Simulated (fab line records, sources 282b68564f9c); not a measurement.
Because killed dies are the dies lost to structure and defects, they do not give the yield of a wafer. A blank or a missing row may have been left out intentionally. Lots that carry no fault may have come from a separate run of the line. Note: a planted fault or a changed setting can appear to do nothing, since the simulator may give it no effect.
Struck lot and sound lot, side by side ; flow rit_cmos ; 13 out of 202 route steps
Sound: the wafers L634.2, L634.3, L634.5. Wafers L635.2, L635.3, L635.5 were the ones struck. Last of all comes the cause.
Per side, at each step with rows, come the tool, then ch with its chambers, and then its first start. Under that, the readings that differ: sound wafers ; struck wafers ; difference of the means ; sigmas: that difference in standard deviations of wafers without a fault.
alike: same words and numbers on both sides, and readings whose means sit less than 2 such deviations apart. not compared: any withheld reading, any reading some wafer has no value for, any bound like >300 that may hide the same value, and any number with overlapping values for which the record gives no deviation.
Wherever a step has rows on one side only, a row that says differs or no value, or a row with sigmas, the two part there. When numbers do not overlap yet have no deviation, they are printed without sigmas and do not part them. A reading that every wafer of one side lacks parts them only if that side has two wafers or more.

first, 4 steps without rows for these wafers: RIT_PSD_SOFTBAKE_02 (time 60 s); RIT_PSD_EXPOSE_03 (exposes mask M10, target cd 40900 nm); RIT_PSD_PEB_04; RIT_PSD_DEVELOP_05 (develop time 50 s).
RIT_PSD_OVL_MEAS_06:
  sound on overlay-02, day 3 14:26; struck on overlay-01, day 3 20:26
  alike: PSD_OVL
then, 2 steps without rows for these wafers: RIT_PSD_HARDBAKE_07 (time 60 s); RIT_PSD_IMPLANT_08.
RIT_PSD_STRIP_09: strips in O2, time 180 s.
  sound on plasma_asher-03 ch 0,1, day 3 14:46; struck on plasma_asher-03 ch 0,1, day 3 20:46
  alike: drypump_motor_current_A, o2_flow_sccm, rf_refl_power_W
  not compared: rf_hours_counter_h
RIT_PSD_TW_MEAS_10:
  sound on film_metro-01, day 3 14:57; struck on film_metro-01, day 3 20:58
  alike: PSD_TW
then, 3 steps without rows for these wafers: RIT_SDANNEAL_CLEAN_00 (cleans in SC1, time 600 s); RIT_SDANNEAL_CLEAN_01 (cleans in dHF, time 30 s); RIT_SDANNEAL_CLEAN_02 (cleans in SC2, time 600 s).
RIT_SDANNEAL_RTA_03: time 5 s.
  sound on rtp_anneal-02 ch 0, day 3 15:25; struck on rtp_anneal-01, day 3 21:23
  no value came back on the struck wafers for anneal_temp_c_max, chamber_o2_ppm, wafer_temp_C_max; on the sound wafers anneal_temp_c_max reads 1053.8 1053.1 1052.2

== WHERE THEY PART ==
Only at RIT_SDANNEAL_RTA_03, within this record.

WHY: what the simulator had put in
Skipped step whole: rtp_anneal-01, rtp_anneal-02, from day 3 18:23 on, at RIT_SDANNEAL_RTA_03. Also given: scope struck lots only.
